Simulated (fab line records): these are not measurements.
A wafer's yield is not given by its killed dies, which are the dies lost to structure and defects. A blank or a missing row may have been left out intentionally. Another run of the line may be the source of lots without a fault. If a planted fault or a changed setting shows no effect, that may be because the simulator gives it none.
Split-lot experiment    flow berkeley_cmos170    5 lots, 23 wafers read, on a route of 331 steps

## ABOUT THE SPLIT
At UCB170_PFIELD_IMPLANT_07, the setting dose_cm2 was moved away from the recipe's 2e+13 on 5 of the 23 wafers read, by -6.0% to +5.4%. All remaining wafers had this setting at the recipe value.

## FROM THE SPLIT TO THE READING: what the file shows between them, 1 step
- UCB170_PFIELD_STRIP_08: strips in O2

## THE READING
PFIELD_TW, at UCB170_PFIELD_TW_MEAS_09. A value of 600 with a standard deviation of 4.2 is what fault-free wafers of this fab line usually give.

wafer   tool, chamber at the split  dose_cm2 as run  against the recipe  PFIELD_TW  against lot-mates on the recipe
L078.1  implanter-03, 0             2e+13            recipe              602        -
L078.2  implanter-03, 0             2e+13            recipe              601        -
L078.4  implanter-03, 0             2e+13            recipe              599        -
L079.2  implanter-01, 0             2e+13            recipe              601        -
L079.3  implanter-01, 0             2e+13            recipe              598        -
L079.4  implanter-01, 0             2e+13            recipe              602        -
L079.5  implanter-01, 0             1.88e+13         -6.0%               588        -12
L079.6  implanter-01, 0             1.88e+13         -6.0%               592        -8
L081.1  implanter-03, 0             2e+13            recipe              605        -
L081.2  implanter-03, 0             2e+13            recipe              607        -
L081.4  implanter-03, 0             2e+13            recipe              610        -
L081.5  implanter-03, 0             2e+13            recipe              603        -
L081.6  implanter-03, 0             2e+13            recipe              603        -
L082.2  implanter-01, 0             2.109e+13        +5.4%               614        +12
L082.3  implanter-01, 0             2.109e+13        +5.4%               612        +10
L082.4  implanter-01, 0             2.109e+13        +5.4%               615        +12
L082.5  implanter-01, 0             2e+13            recipe              602        -
L082.6  implanter-01, 0             2e+13            recipe              603        -
L084.1  implanter-01, 0             2e+13            recipe              601        -
L084.2  implanter-01, 0             2e+13            recipe              594        -
L084.3  implanter-01, 0             2e+13            recipe              596        -
L084.4  implanter-01, 0             2e+13            recipe              596        -
L084.6  implanter-01, 0             2e+13            recipe              595        -

FIT RESULTS
A straight line over all 23 wafers: PFIELD_TW changes by +2.1 for each +1% of dose_cm2; r = +0.83; the points scatter about the line by 3.9.
The same after taking each lot's own level away (the mean of its wafers on the recipe; 23 wafers): +1.9 for each +1%; r = +0.93; scatter 2.1.
Per that fit: largest dose_cm2 move, reading shift of 11.
From 596.4 to 605.6: that is the span of the lots' own levels, equal to 2.2 times the standard deviation above.
In other words, the slope is changed by the lot-to-lot level; the two fits disagree.
Check: -10.7 against its lot-mates is what the line predicts for one of the wafers moved furthest among these (-6.0%) when that wafer is left out of the fit. It came out at -12.3 against them.

## ADDITIONAL SPLITS CARRIED BY THESE WAFERS
Before the reading, these wafers also passed through other splits. Each is held against what the fit with the lots' levels taken away leaves over:
other split on the same wafers         wafers away from the commonest value  r with PFIELD_TW (lot level and that fit taken away)
UCB170_START_OXIDATION_02 ox_time_s    18                                    +0.05
UCB170_NWELL_COAT_07 resist_thk_nm     7                                     +0.09
UCB170_NWELL_IMPLANT_14 energy_kev     8                                     -0.43
UCB170_PWELL_CVD_05 sih2cl2_flow_sccm  10                                    +0.07
UCB170_ACTIVE_EXPOSE_10 dose_mj        10                                    -0.10

## THE FILE'S OWN FIT
PFIELD_TW changes by +1.86 for each +1% of dose_cm2, r = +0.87.
